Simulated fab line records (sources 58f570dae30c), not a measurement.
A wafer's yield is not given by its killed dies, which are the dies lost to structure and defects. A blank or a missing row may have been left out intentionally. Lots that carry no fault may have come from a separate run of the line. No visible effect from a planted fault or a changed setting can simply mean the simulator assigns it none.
Which of the tools did it? -- flow berkeley_cmos170 -- 14 lots, 42 wafers sampled, at 2 steps of a route of 331

WHAT THE GAUGES SHOWED, per wafer
UCB170_CONTACT_THK_MEAS_02.
lot,measured,on,CONTACT_PSG_THK (nm)
L946,day 7 00:29,film_metro-04,702 707 702
L947,day 7 14:05,film_metro-04,706 702 706
L949,day 8 07:23,film_metro-02,707 706 707
L950,day 8 08:28,film_metro-03,711 705 710
L951,day 8 08:27,film_metro-04,698 699 698
L953,day 8 15:55,film_metro-02,707 702 703
L954,day 8 23:49,film_metro-03,688 688 691
L958,day 9 13:14,film_metro-02,714 711 709
L956,day 9 14:16,film_metro-04,703 704 699
L959,day 9 14:16,film_metro-03,692 692 689
L957,day 9 15:00,film_metro-03,702 695 694
L966,day 11 06:10,film_metro-04,688 696 693
L968,day 11 13:22,film_metro-04,626 628 627 626 628 627
L969,day 11 15:58,film_metro-04,621 618 621 621 617 621

WHICH TOOL RAN EACH LOT (tool, then ch and the chambers of the sampled wafers, then the start)
lot,UCB170_CONTACT_CVD_01
L946,"lpcvd-02 ch 0, day 6 22:41"
L947,"lpcvd-02 ch 1, day 7 12:14"
L949,"lpcvd-02 ch 0, day 8 05:36"
L950,"lpcvd-01 ch 0, day 8 06:39"
L951,"lpcvd-01 ch 1, day 8 06:39"
L953,"lpcvd-01 ch 0, day 8 14:07"
L954,"lpcvd-01 ch 1, day 8 22:01"
L958,"lpcvd-02 ch 0, day 9 11:26"
L956,"lpcvd-01 ch 0, day 9 12:28"
L959,"lpcvd-01 ch 0, day 9 12:28"
L957,"lpcvd-02 ch 1, day 9 13:13"
L966,"lpcvd-01 ch 1, day 11 04:22"
L968,"lpcvd-01 ch 1, day 11 11:35"
L969,"lpcvd-01 ch 0, day 11 14:11"
- UCB170_CONTACT_CVD_01: deposits PSG from SiH4/O2/PH3, target thk 700 nm, time 2820 s.

AS READ BY THE TOOLS THEMSELVES (means over the sampled wafers that have a number; for cases with no such wafer, the mark the record gives instead)
UCB170_CONTACT_CVD_01.
lot,tool,pressure_mtorr (mTorr)
L946,lpcvd-02,300.2
L947,lpcvd-02,298.9
L949,lpcvd-02,299.6
L950,lpcvd-01,299.7
L951,lpcvd-01,299.9
L953,lpcvd-01,299.6
L954,lpcvd-01,299.2
L958,lpcvd-02,300.8
L956,lpcvd-01,299.8
L959,lpcvd-01,299.8
L957,lpcvd-02,299.7
L966,lpcvd-01,300.6
L968,lpcvd-01,239.8
L969,lpcvd-01,239.6

THE ANSWER, worked out from the rows above alone
Rule: the usual values come from the lots themselves. The widest of any qualifying gaps counts: lots, ordered by their means at a reading, are off when they make up no more than a third of the lots, leave a main group of 4 or more, and stand apart from it by 3 or more times the standard deviation of that group's means. Not used: any main group whose means are identical at the precision the tables above print for the reading. A lot without any number at a reading at which 4 lots or more have one is off too. The other lots that the step has rows for count as sound. First the gauges in route order, then the tools' own readings, where a lot's mean is used as printed above. At the first step where some lot is off, the reading lying furthest off is the one used; lots without a number count as furthest.
Off: L968, L969, seen at UCB170_CONTACT_THK_MEAS_02 (CONTACT_PSG_THK). Mean 701 nm and standard deviation 6.9 in the main group.
A tool fits if, at a process step before that reading, it ran every lot that is off, and no sound lot after the first of them. Not tried: the gauges at UCB170_CONTACT_THK_MEAS_02; whatever is off there is also off at UCB170_CONTACT_CVD_01, on other tools, and gauge error can't account for it. One candidate fits, namely lpcvd-01 at UCB170_CONTACT_CVD_01. A fault onset in the window from L966 (day 11 04:22, its last sound lot) to L968 (day 11 11:35, its first lot off) fits.
The tool's own readings at UCB170_CONTACT_CVD_01 bear it out: on the lots that are off they differ by more than 5 times the standard deviation of the sound lots' means. pressure_mtorr reads 239.7 mTorr there against 299.8 mTorr on the sound lots.

WHAT THE SIMULATOR HAD PUT IN
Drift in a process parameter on lpcvd-01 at UCB170_CONTACT_CVD_01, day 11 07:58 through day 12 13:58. Setting pressure_mtorr, moved by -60, from 300. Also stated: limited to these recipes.
Shown lots that were struck: L968, L969. This agrees with what the rule above found.
